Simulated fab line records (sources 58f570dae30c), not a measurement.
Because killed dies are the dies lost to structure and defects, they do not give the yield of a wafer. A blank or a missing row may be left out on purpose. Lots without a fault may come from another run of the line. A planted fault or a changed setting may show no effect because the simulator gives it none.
fab line records    flow berkeleyCmos170
record: lots: 6  wafers: 18  lastDay: 11
route steps=331 shown GATE@143 PLDD@145 NLDD@158
lots that met no fault: from a run of the same line without faults
startH: start of the lot's first displayed wafer, in hours after the record's first day    waitH: how many hours have passed since the lot's step before this one    " repeats the value in the row above    L1.1+2: a row that stands for several wafers    - either no value or no given start    * or withheld: withheld    < > ~ a bound
route shown NAME@n: names a module that has steps shown in the file, with the first one's number in the route    usual: average and standard deviation across the fault-free wafers    same: alike in all rows    chamber/n: place in a boat    sites: readings site by site    _std_site: standard deviation across them    _edge_site: inner sites' mean taken away from outer sites' mean    radiusMm: how far each site lies from the wafer's centre    mask NAME#n: copy n    behind: the tool/chamber that last shaped the wafer    hold: the reason the lot was held/the length of the hold in hours/how it ended    device: names the non-switching transistor (n, p or np)    end of line: tests run on the same wafers once the route is complete    a step without rows: its recipe alone    killed: the dies lost at the first sort to structure and to defects; this is not the yield of the wafer    map: shows each die of a wafer: x if killed, . if not, _ if none is there
set.NAME: the setting the step ran with; set.NAME@STEP: the setting that earlier step ran with    model.NAME: the simulator's own value behind a step, which no gauge read
lots at some steps of the route; a table a step, a row a wafer
services: when a tool's chamber went out of use (startH, in hours from the record's first day, below 0 if earlier), for how many hours, and the reason
== steps ==
step: UCB170_GATE_CD_MEAS_90
recipe: targetCdNm: 350
usual: cdNm: 349.9/1.5
lot.wafer  tool      chamber  startH  waitH  cdNm
L847.3     cdSem-01  -        166.58  0.1    350.5
L847.4     "         -        "       "      349.1
L847.5     "         -        "       "      350.8
L851.2     cdSem-01  -        171.09  0.1    349.4
L851.5     "         -        "       "      347.7
L851.6     "         -        "       "      346.9
L856.1     cdSem-02  -        191.71  0.6    347.7
L856.4     "         -        "       "      349.8
L856.5     "         -        "       "      351.1
L857.3     cdSem-02  -        193.09  0.1    348.0
L857.4     "         -        "       "      347.8
L857.6     "         -        "       "      347.5
L855.3     cdSem-02  -        193.22  0.1    347.5
L855.4     "         -        "       "      349.1
L855.6     "         -        "       "      348.2
L862.1     cdSem-02  -        229.62  0.1    348.0
L862.3     "         -        "       "      349.7
L862.6     "         -        "       "      350.9
step: UCB170_GATE_CLEAN_17
recipe: chemistry: SPM  tempC: 120  timeS: 600
step: UCB170_PLDD_HMDS_00
recipe: primeTimeS: 60  primeTempC: 100
step: UCB170_PLDD_COAT_01
recipe: resist: KrF  spinRpm: 1500  resistThkNm: 900
step: UCB170_PLDD_SOFTBAKE_02
recipe: resist: KrF  tempC: 130  timeS: 60
step: UCB170_PLDD_EXPOSE_03
recipe: maskId: PSELECT  na: 0.5  sigmaOuter: 0.6  sourceShape: conventional  targetCdNm: 1200  doseMj: 30
step: UCB170_PLDD_PEB_04
recipe: pebTempC: 130  pebTimeS: withheld  resist: KrF
step: UCB170_PLDD_DEVELOP_05
recipe: developer: TMAH  developTimeS: 45  resist: KrF  devTempC: 21
step: UCB170_PLDD_CD_MEAS_06
recipe: targetCdNm: 1200
usual: cdNm: 1199.8/1.5
lot.wafer  tool      chamber  startH  waitH  cdNm
L847.3     cdSem-02  -        168.00  -      1202.2
L847.4     "         -        "       "      1202.2
L847.5     "         -        "       "      1203.1
L851.2     cdSem-01  -        172.49  -      1198.9
L851.5     "         -        "       "      1200.0
L851.6     "         -        "       "      1198.1
L857.3     cdSem-02  -        197.09  -      1201.0
L857.4     "         -        "       "      1199.9
L857.6     "         -        "       "      1200.2
L856.1     cdSem-02  -        197.41  -      1198.3
L856.4     "         -        "       "      1197.8
L856.5     "         -        "       "      1198.4
L855.3     cdSem-02  -        197.69  -      1199.5
L855.4     "         -        "       "      1201.1
L855.6     "         -        "       "      1199.3
L862.1     cdSem-02  -        232.05  -      1200.3
L862.3     "         -        "       "      1199.1
L862.6     "         -        "       "      1199.6
step: UCB170_PLDD_OVL_MEAS_07
usual: PLDD_OVL: -2/4.9
lot.wafer  tool        chamber  startH  waitH  PLDD_OVL[nm]
L847.3     overlay-01  -        168.09  0.1    -4
L847.4     "           -        "       "      4
L847.5     "           -        "       "      -6
L851.2     overlay-01  -        172.60  0.1    -5
L851.5     "           -        "       "      1
L851.6     "           -        "       "      2
L857.3     overlay-02  -        197.19  0.1    -3
L857.4     "           -        "       "      0
L857.6     "           -        "       "      1
L856.1     overlay-01  -        197.53  0.1    -3
L856.4     "           -        "       "      -7
L856.5     "           -        "       "      0
L855.3     overlay-02  -        197.79  0.1    -1
L855.4     "           -        "       "      -2
L855.6     "           -        "       "      6
L862.1     overlay-01  -        232.17  0.1    2
L862.3     "           -        "       "      -2
L862.6     "           -        "       "      -3
step: UCB170_PLDD_IMPLANT_08
recipe: species: BF2  doseCm2: 5e+13  energyKev: 10  tiltDeg: 7  rotationDeg: 0
step: UCB170_PLDD_IMPLANT_09
recipe: species: BF2  doseCm2: 5e+13  energyKev: 10  tiltDeg: 7  rotationDeg: 180
step: UCB170_PLDD_STRIP_10
recipe: chemistry: O2  powerW: 400  pressureMtorr: 3500  platenTempC: withheld  o2FlowSccm: 400  overashFraction: 0.5
usual: chamberPressureMTorr: 3500/3.7  drypumpMotorCurrentA: 5.6/0.34  oesProductAu: 0.734/0.0045  stripTimeToEndpointS: 21.63/0.049
lot.wafer  tool            chamber  startH  waitH  chamberPressureMTorr  drypumpMotorCurrentA  oesProductAu  rfHoursCounterH  stripTimeToEndpointS  model.KrF_of_PLDD_COAT_01.thkNm
L847.3     plasmaAsher-01  1        168.45  0.1    3502                  6.0                   0.741         -                21.58                 0
L847.4     "               0        "       "      3500                  5.5                   0.738         -                21.66                 0
L847.5     "               1        "       "      3501                  6.0                   0.734         -                21.62                 0
L851.2     plasmaAsher-04  1        172.93  0.1    3504                  6.0                   0.737         46               21.57                 0
L851.5     "               0        "       "      3497                  5.5                   0.726         -                21.54                 0
L851.6     "               1        "       "      3504                  6.1                   0.738         -                21.60                 0
L857.3     plasmaAsher-01  0        197.54  0.1    -                     -                     -             -                -                     885.6
L857.4     "               1        "       "      -                     -                     -             -                -                     885.8
L857.6     "               1        "       "      -                     -                     -             -                -                     887.1
L856.1     plasmaAsher-01  0        197.87  0.1    -                     -                     -             -                -                     883.9
L856.4     "               1        "       "      -                     -                     -             -                -                     883.2
L856.5     "               1        "       "      -                     -                     -             -                -                     886.3
L855.3     plasmaAsher-02  0        198.14  0.1    3502                  5.8                   0.731         -                21.71                 0
L855.4     "               1        "       "      3501                  5.0                   0.729         -                21.57                 0
L855.6     "               0        "       "      3500                  5.8                   0.733         -                21.61                 0
L862.1     plasmaAsher-02  0        232.51  0.1    3500                  5.8                   0.734         54               21.69                 0
L862.3     "               1        "       "      3504                  5.1                   0.735         -                21.70                 0
L862.6     "               1        "       "      3508                  5.1                   0.732         -                21.64                 0
step: UCB170_PLDD_TW_MEAS_11
usual: PLDD_TW: 1009/5.9
lot.wafer  tool          chamber  startH  waitH  PLDD_TW
L847.3     filmMetro-04  -        168.54  0.1    1009
L847.4     "             -        "       "      1012
L847.5     "             -        "       "      1007
L851.2     filmMetro-04  -        173.04  0.1    1008
L851.5     "             -        "       "      1012
L851.6     "             -        "       "      1008
L857.3     filmMetro-03  -        197.63  0.1    1005
L857.4     "             -        "       "      1006
L857.6     "             -        "       "      1015
L856.1     filmMetro-03  -        197.97  0.1    1010
L856.4     "             -        "       "      1011
L856.5     "             -        "       "      1007
L855.3     filmMetro-04  -        198.23  0.1    1011
L855.4     "             -        "       "      1014
L855.6     "             -        "       "      1013
L862.1     filmMetro-04  -        232.61  0.1    1008
L862.3     "             -        "       "      1010
L862.6     "             -        "       "      1007
step: UCB170_PLDD_CLEAN_12
recipe: chemistry: SPM  tempC: 120  timeS: 600
step: UCB170_NLDD_HMDS_00
recipe: primeTimeS: 60  primeTempC: 100
step: UCB170_NLDD_COAT_01
recipe: resist: KrF  spinRpm: 1500  resistThkNm: 900
step: UCB170_NLDD_SOFTBAKE_02
recipe: resist: KrF  tempC: 130  timeS: 60
step: UCB170_NLDD_EXPOSE_03
recipe: maskId: NSELECT  na: 0.5  sigmaOuter: 0.6  sourceShape: conventional  targetCdNm: 1200  doseMj: 30
step: UCB170_NLDD_PEB_04
recipe: pebTempC: 130  pebTimeS: withheld  resist: KrF
step: UCB170_NLDD_DEVELOP_05
recipe: developer: TMAH  developTimeS: 45  resist: KrF  devTempC: 21
step: UCB170_NLDD_CD_MEAS_06
recipe: targetCdNm: 1200
usual: cdNm: 1199.9/1.6
lot.wafer  tool      chamber  startH  waitH  cdNm
L847.3     cdSem-01  -        170.18  -      1201.6
L847.4     "         -        "       "      1200.9
L847.5     "         -        "       "      1202.0
L851.2     cdSem-01  -        174.75  -      1198.9
L851.5     "         -        "       "      1199.6
L851.6     "         -        "       "      1200.0
L857.3     cdSem-01  -        199.55  -      1198.1
L857.4     "         -        "       "      1197.6
L857.6     "         -        "       "      1198.7
L856.1     cdSem-01  -        199.78  -      1199.6
L856.4     "         -        "       "      1199.3
L856.5     "         -        "       "      1198.5
L855.3     cdSem-01  -        200.10  -      1200.8
L855.4     "         -        "       "      1201.9
L855.6     "         -        "       "      1201.3
L862.1     cdSem-01  -        234.69  -      1197.8
L862.3     "         -        "       "      1198.2
L862.6     "         -        "       "      1197.8
step: UCB170_NLDD_OVL_MEAS_07
usual: NLDD_OVL: 3/4.8
lot.wafer  tool        chamber  startH  waitH  NLDD_OVL[nm]
L847.3     overlay-01  -        170.27  0.1    5
L847.4     "           -        "       "      3
L847.5     "           -        "       "      -5
L851.2     overlay-02  -        174.86  0.1    10
L851.5     "           -        "       "      -3
L851.6     "           -        "       "      7
L857.3     overlay-02  -        199.64  0.1    -1
L857.4     "           -        "       "      -1
L857.6     "           -        "       "      -6
L856.1     overlay-01  -        199.90  0.1    3
L856.4     "           -        "       "      13
L856.5     "           -        "       "      3
L855.3     overlay-01  -        200.19  0.1    4
L855.4     "           -        "       "      -2
L855.6     "           -        "       "      0
L862.1     overlay-01  -        234.81  0.1    4
L862.3     "           -        "       "      6
L862.6     "           -        "       "      -8
step: UCB170_NLDD_IMPLANT_08
recipe: species: As  doseCm2: 5e+13  energyKev: 30  tiltDeg: 7  rotationDeg: 0
step: UCB170_NLDD_IMPLANT_09
recipe: species: As  doseCm2: 5e+13  energyKev: 30  tiltDeg: 7  rotationDeg: 180
step: UCB170_NLDD_STRIP_10
recipe: chemistry: O2  powerW: 400  pressureMtorr: 3500  platenTempC: withheld  o2FlowSccm: 400  overashFraction: 0.5
usual: chamberPressureMTorr: 3500/3.4  drypumpMotorCurrentA: 5.69/0.29  oesProductAu: 0.734/0.0047  stripTimeToEndpointS: 21.63/0.066
lot.wafer  tool            chamber  startH  waitH  chamberPressureMTorr  drypumpMotorCurrentA  oesProductAu  rfHoursCounterH  stripTimeToEndpointS
L847.3     plasmaAsher-03  0        170.62  0.1    3502                  5.84                  0.732         -                21.55
L847.4     "               1        "       "      3498                  5.26                  0.742         -                21.61
L847.5     "               0        "       "      3498                  5.84                  0.738         -                21.64
L851.2     plasmaAsher-01  0        175.19  0.1    3494                  5.54                  0.741         41               21.63
L851.5     "               1        "       "      3501                  5.97                  0.723         -                21.66
L851.6     "               0        "       "      3502                  5.54                  0.737         -                21.68
L857.3     plasmaAsher-04  1        200.00  0.1    3505                  6.02                  0.744         -                47.82
L857.4     "               0        "       "      3506                  5.49                  0.739         -                47.81
L857.6     "               0        "       "      3502                  5.46                  0.736         -                47.76
L856.1     plasmaAsher-03  1        200.24  0.1    3501                  5.23                  0.742         9                47.81
L856.4     "               0        "       "      3496                  5.76                  0.736         -                47.88
L856.5     "               1        "       "      3503                  5.21                  0.737         -                47.89
L855.3     plasmaAsher-04  1        200.55  0.1    3496                  6.06                  0.728         -                21.62
L855.4     "               0        "       "      3496                  5.47                  0.733         -                21.56
L855.6     "               1        "       "      3503                  6.01                  0.733         -                21.55
L862.1     plasmaAsher-04  1        235.15  0.1    3495                  6.04                  0.737         53               21.59
L862.3     "               0        "       "      3509                  5.42                  0.733         -                21.59
L862.6     "               1        "       "      3505                  6.12                  0.748         -                21.54
step: UCB170_NLDD_TW_MEAS_11
usual: NLDD_TW: 2208/17
lot.wafer  tool          chamber  startH  waitH  hold                     NLDD_TW
L847.3     filmMetro-02  -        170.71  0.1    -                        2171
L847.4     "             -        "       "      -                        2188
L847.5     "             -        "       "      -                        2167
L851.2     filmMetro-03  -        175.30  0.1    -                        2201
L851.5     "             -        "       "      -                        2216
L851.6     "             -        "       "      -                        2213
L857.3     filmMetro-03  -        200.09  0.1    awaitDispo/0.2h/release  30
L857.4     "             -        "       "      awaitDispo/0.2h/release  30
L857.6     "             -        "       "      awaitDispo/0.2h/release  30
L857.3     filmMetro-03  -        200.31  0.2    -                        30
L857.4     "             -        "       "      -                        30
L857.6     "             -        "       "      -                        30
L856.1     filmMetro-04  -        200.34  0.1    awaitDispo/0.2h/release  30
L856.4     "             -        "       "      awaitDispo/0.2h/release  30
L856.5     "             -        "       "      awaitDispo/0.2h/release  30
L856.1     filmMetro-04  -        200.57  0.2    -                        30
L856.4     "             -        "       "      -                        30
L856.5     "             -        "       "      -                        30
L855.3     filmMetro-03  -        200.64  0.1    -                        2216
L855.4     "             -        "       "      -                        2197
L855.6     "             -        "       "      -                        2219
L862.1     filmMetro-04  -        235.25  0.1    -                        2209
L862.3     "             -        "       "      -                        2210
L862.6     "             -        "       "      -                        2205
== services ==
tool            chamber  startH  hours  kind
plasmaAsher-04  -        160.27  5.2    repair
== key ==
firstSign: step: UCB170_PLDD_STRIP_10  reading: toolRecord  direction: missing
effect: step: UCB170_NLDD_STRIP_10  reading: stripTimeToEndpointS  direction: up  sigmas: 99+  usual: *  struck: *
effect: step: UCB170_NLDD_TW_MEAS_11  reading: visit  direction: added
effect: step: UCB170_NLDD_TW_MEAS_11  reading: NLDD_TW  direction: down  sigmas: 99+  usual: 2208  struck: 30
modelEffect: step: UCB170_PLDD_STRIP_10  value: KrF_of_PLDD_COAT_01.thkNm  without: 0  struck: 885.3
metAt UCB170_PLDD_STRIP_10
struckWafers L856.1,L856.4,L856.5,L857.3,L857.4,L857.6
scrappedBehind UCB170_NLDD_TW_MEAS_11 L856.1,L856.4,L856.5,L857.3,L857.4,L857.6
onsetBetween 168.45 197.54
fault: kind: skippedStepWhole  tool: plasmaAsher-01  chamber: -  onsetH: 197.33  steps: UCB170_PLDD_STRIP_10  scope: struckLotsOnly
